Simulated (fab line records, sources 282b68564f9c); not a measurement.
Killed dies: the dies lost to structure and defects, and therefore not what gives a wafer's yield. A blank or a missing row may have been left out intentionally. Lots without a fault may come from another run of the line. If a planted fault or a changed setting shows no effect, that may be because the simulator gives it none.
Problem report, 8D (eight disciplines) form, completed by code || flow ritCmos || the parts of the form that need people (team, actions taken, sign-off) are left out

1. PROBLEM STATEMENT
Mean of heaterPowerTotalW at RIT_PSD_SOFTBAKE_02: 38.48 W across 6 wafers in 2 lots; on wafers with no fault it is 34.57 W (standard deviation 0.055). Relative to the usual mean, that is a shift of +71 standard deviations.
The step: time 60 s.
First observed at day 4 17:52: wafer L323.2, on lithoTrack-01. The record holds 42 wafers of 14 lots with a number at this step. Rule for "out", or "out of limits": more than 4 standard deviations from the usual mean. Any other wafer with a number is counted as sound.

2. WHAT IT IS, AND WHAT IT ISN'T
{"question": "which readings at this step", "is": "heaterPowerTotalW, plateTempC", "is not": "-"}
{"question": "which lots", "is": "L323, L327", "is not": "L315, L316, L317, L318, L320, L324, L329, L330, L331, L332, L333, L335"}
{"question": "which wafers of those lots", "is": "all that have a number", "is not": "-"}
{"question": "read on which tools", "is": "lithoTrack-01", "is not": "lithoTrack-02, lithoTrack-03"}
{"question": "when", "is": "from day 4 17:52", "is not": "up to then (15 sound wafers); but 21 sound wafers of L324, L329, L330, L331, L332, L333, L335 came after"}

3. THE SUSPECTS, EACH WITH WHAT RULES IT OUT
Counting: a tool stays on the suspect list if, at a process step up to the reading, it processed all lots that are out and no sound lot following the first of them.
- lithoTrack-01 at RIT_PSD_SOFTBAKE_02 (time 60 s): kept. It ran every lot that is out, first L323 (day 4 17:52), and no sound lot after that; its last sound lot up to then is L318 (day 3 15:40). Its own heaterPowerTotalW, plateTempC readings are out on those wafers.
Remaining after the count: lithoTrack-01 at RIT_PSD_SOFTBAKE_02.

4. THE CAUSE (what the simulator had put in)
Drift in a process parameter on lithoTrack-01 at RIT_PSD_SOFTBAKE_02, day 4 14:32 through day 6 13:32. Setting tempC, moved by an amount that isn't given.
This tool alone remained once counting was done.

5. SEQUENCE OF EFFECTS, ordered by route
One row per reading whose mean, taken over the struck wafers that have a number, lies over 3 standard deviations from the usual. Only readings whose record carries a usual standard deviation are examined. hours: median over the lots of the time between each lot's start at the first step of this table that gives one and its start at this step. sigmas: the change, counted in usual standard deviations.
{"hours": 0, "step": "RIT_PSD_SOFTBAKE_02", "reading": "heaterPowerTotalW", "usual": "34.57 W", "on struck wafers": 38.48, "change": "+3.91", "sigmas": "+71"}
{"hours": 0, "step": "RIT_PSD_SOFTBAKE_02", "reading": "plateTempC", "usual": "89.99 C", "on struck wafers": 97.22, "change": "+7.23", "sigmas": "+60"}
It contains these process steps:
- RIT_PSD_SOFTBAKE_02: time 60 s.

6. HOW IT WOULD HAVE BEEN CAUGHT EARLIER
First out-of-limits reading in this record: day 4 17:52, which is 3 hours after fault onset at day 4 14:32.
